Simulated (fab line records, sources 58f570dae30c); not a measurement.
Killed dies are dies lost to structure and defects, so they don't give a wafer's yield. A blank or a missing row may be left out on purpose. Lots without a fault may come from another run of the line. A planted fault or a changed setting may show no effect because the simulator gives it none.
Which tool did it? | flow berkeley_cmos170 | 14 lots, 42 wafers sampled, at 4 steps of a route of 331

WHAT THE GAUGES READ, wafer by wafer
UCB170_START_THK_MEAS_03. Usual: START_OXIDE_THK 20.0 nm, standard deviation 0.44.
lot  | measured    | on            | START_OXIDE_THK (nm) | flag
L693 | day 2 03:20 | film_metro-04 | 19.7 20.0 20.2       |
L694 | day 2 03:20 | film_metro-02 | 19.9 19.9 19.8       |
L696 | day 2 17:31 | film_metro-02 | 19.1 19.6 19.6       |
L701 | day 3 18:02 | film_metro-04 | 21.4 21.3 21.2       |
L702 | day 4 00:14 | film_metro-03 | 19.7 19.9 19.9       |
L704 | day 4 09:32 | film_metro-04 | 19.6 19.7 19.8       |
L705 | day 4 14:20 | film_metro-03 | 19.7 20.0 19.8       |
L706 | day 4 17:58 | film_metro-03 | 20.0 20.1 19.9       |
L707 | day 5 00:42 | film_metro-03 | 20.0 20.3 19.9       |
L709 | day 5 10:22 | film_metro-02 | 20.5 20.5 20.5       |
L710 | day 5 16:07 | film_metro-03 | 20.3 20.5 20.4       |
L711 | day 5 16:07 | film_metro-04 | 20.1 20.5 20.4       |
L713 | day 6 05:43 | film_metro-03 | 20.3 19.8 19.8       |
L714 | day 6 14:48 | film_metro-03 | 20.3 20.2 20.1       |

UCB170_V2_CD_MEAS_90: target cd 700 nm. Usual: cd_nm 699.4 nm, standard deviation 1.6.
lot  | measured     | on        | cd_nm (nm)        | flag
L693 | day 9 22:14  | cd_sem-01 | 696.1 693.5 696.3 |
L694 | day 9 21:41  | cd_sem-01 | 700.7 700.9 701.4 |
L696 | day 10 00:43 | cd_sem-02 | 698.2 700.2 699.7 |
L701 | day 11 08:28 | cd_sem-02 | 701.7 701.7 699.6 |
L702 | day 11 11:35 | cd_sem-02 | 699.9 697.9 699.2 |
L704 | day 11 14:45 | cd_sem-02 | 699.3 698.2 699.3 |
L705 | day 11 15:19 | cd_sem-02 | 701.3 702.9 699.9 |
L706 | day 11 13:39 | cd_sem-01 | 699.9 700.6 701.4 |
L707 | day 12 18:25 | cd_sem-01 | 699.0 699.6 700.9 |
L709 | day 12 18:19 | cd_sem-02 | 700.6 700.6 700.7 |
L710 | day 13 04:12 | cd_sem-01 | 700.2 699.1 698.9 |
L711 | day 13 09:17 | cd_sem-01 | 697.3 697.5 699.1 |
L713 | day 13 16:09 | cd_sem-01 | 698.5 699.4 698.8 |
L714 | day 14 07:44 | cd_sem-02 | 699.6 700.4 700.0 |

WHICH TOOL RAN EACH LOT (tool, then ch and the chambers of the sampled wafers, then the start)
lot  | UCB170_NLDD_EXPOSE_03             | UCB170_M2_STRIP_07
L693 | krf_scanner-02 ch 0, day 8 09:52  | plasma_asher-04 ch 0,1, day 9 17:32
L694 | krf_scanner-01 ch 0, day 8 10:48  | plasma_asher-01 ch 0, day 9 16:04
L696 | krf_scanner-02 ch 0, day 8 10:22  | plasma_asher-03 ch 0,1, day 9 19:46
L701 | krf_scanner-01, day 9 16:05       | plasma_asher-03 ch 0,1, day 11 01:07
L702 | krf_scanner-01, day 10 05:47      | plasma_asher-03 ch 0,1, day 11 06:46
L704 | krf_scanner-01 ch 0, day 10 06:31 | plasma_asher-03 ch 0,1, day 11 10:34
L705 | krf_scanner-02 ch 0, day 10 06:48 | plasma_asher-01 ch 0,1, day 11 11:01
L706 | krf_scanner-02 ch 0, day 10 06:07 | plasma_asher-04 ch 0,1, day 11 08:54
L707 | krf_scanner-01 ch 0, day 11 07:20 | plasma_asher-04 ch 1, day 12 10:59
L709 | krf_scanner-01 ch 0, day 11 08:31 | plasma_asher-01 ch 0,1, day 12 09:35
L710 | krf_scanner-02 ch 0, day 11 21:07 | plasma_asher-04 ch 0,1, day 12 23:59
L711 | krf_scanner-01 ch 0, day 11 21:27 | plasma_asher-01 ch 0,1, day 13 03:52
L713 | krf_scanner-02 ch 0, day 12 07:04 | plasma_asher-03 ch 0,1, day 13 09:35
L714 | krf_scanner-02 ch 0, day 12 19:37 | plasma_asher-01 ch 0,1, day 14 02:19
- UCB170_NLDD_EXPOSE_03: exposes mask NSELECT, target cd 1200 nm.
- UCB170_M2_STRIP_07: strips in O2.

WHAT THE TOOLS THEMSELVES READ (means of the sampled wafers that have a number; where no wafer has one, the mark that the record gives instead)
UCB170_NLDD_EXPOSE_03. Usual: exposure_dose_mJ_cm2 29.98, standard deviation 0.033; focus_offset_nm 0.1 nm, standard deviation 0.53.
lot  | tool           | exposure_dose_mJ_cm2 | focus_offset_nm (nm) | flag
L693 | krf_scanner-02 | 30.01                | -0.2                 |
L694 | krf_scanner-01 | 29.99                | -0.4                 |
L696 | krf_scanner-02 | 29.98                | 0.8                  |
L701 | krf_scanner-01 | -                    | -                    | OFF
L702 | krf_scanner-01 | -                    | -                    | OFF
L704 | krf_scanner-01 | 30.02                | -0.0                 |
L705 | krf_scanner-02 | 29.97                | -0.1                 |
L706 | krf_scanner-02 | 29.99                | -0.0                 |
L707 | krf_scanner-01 | 29.94                | -0.1                 |
L709 | krf_scanner-01 | 29.99                | 0.0                  |
L710 | krf_scanner-02 | 30.04                | 0.2                  |
L711 | krf_scanner-01 | 29.96                | 0.5                  |
L713 | krf_scanner-02 | 29.98                | 0.2                  |
L714 | krf_scanner-02 | 29.99                | 0.5                  |

UCB170_M2_STRIP_07. Usual: drypump_motor_current_A 5.79 A, standard deviation 0.25; oes_product_au 0.735 a.u., standard deviation 0.0048; strip_time_to_endpoint_s 21.99 s, standard deviation 0.072.
lot  | tool            | drypump_motor_current_A (A) | oes_product_au (a.u.) | strip_time_to_endpoint_s (s) | flag
L693 | plasma_asher-04 | 6.05                        | 0.736                 | 22.03                        |
L694 | plasma_asher-01 | 5.95                        | 0.734                 | 21.96                        |
L696 | plasma_asher-03 | 5.61                        | 0.735                 | 22.14                        |
L701 | plasma_asher-03 | 5.71                        | 0.735                 | 21.96                        |
L702 | plasma_asher-03 | 5.62                        | 0.737                 | 21.80                        |
L704 | plasma_asher-03 | 5.72                        | 0.735                 | 22.02                        |
L705 | plasma_asher-01 | 5.66                        | 0.735                 | 21.94                        |
L706 | plasma_asher-04 | 6.08                        | 0.736                 | 21.94                        |
L707 | plasma_asher-04 | 5.92                        | 0.738                 | 22.01                        |
L709 | plasma_asher-01 | 5.67                        | 0.740                 | 21.89                        |
L710 | plasma_asher-04 | 6.18                        | 0.738                 | 22.06                        |
L711 | plasma_asher-01 | 5.68                        | 0.731                 | 21.96                        |
L713 | plasma_asher-03 | 5.70                        | 0.730                 | 21.97                        |
L714 | plasma_asher-01 | 5.66                        | 0.735                 | 22.03                        |

THE ANSWER, worked out from the rows above alone
Rule: a lot is off if the mean of its wafers that have a number lies more than 3 standard deviations from the usual mean. A lot without any number at a reading at which 4 lots or more have one is off too. The other lots that the step has rows for count as sound. The gauges are gone through in route order, then the tools' own readings, and for those a lot's mean is taken as printed above. The first step at which some lot is off is used, and at that step the reading that is off furthest; a lot without a number counts as furthest.
Off: L701, L702, at UCB170_NLDD_EXPOSE_03 (exposure_dose_mJ_cm2). Without a number there: L701, L702.
A tool fits if, at that step or a process step before it, it ran every lot that is off, and no sound lot after the first of them. None of those tried fits.

WHAT THE SIMULATOR HAD PUT IN
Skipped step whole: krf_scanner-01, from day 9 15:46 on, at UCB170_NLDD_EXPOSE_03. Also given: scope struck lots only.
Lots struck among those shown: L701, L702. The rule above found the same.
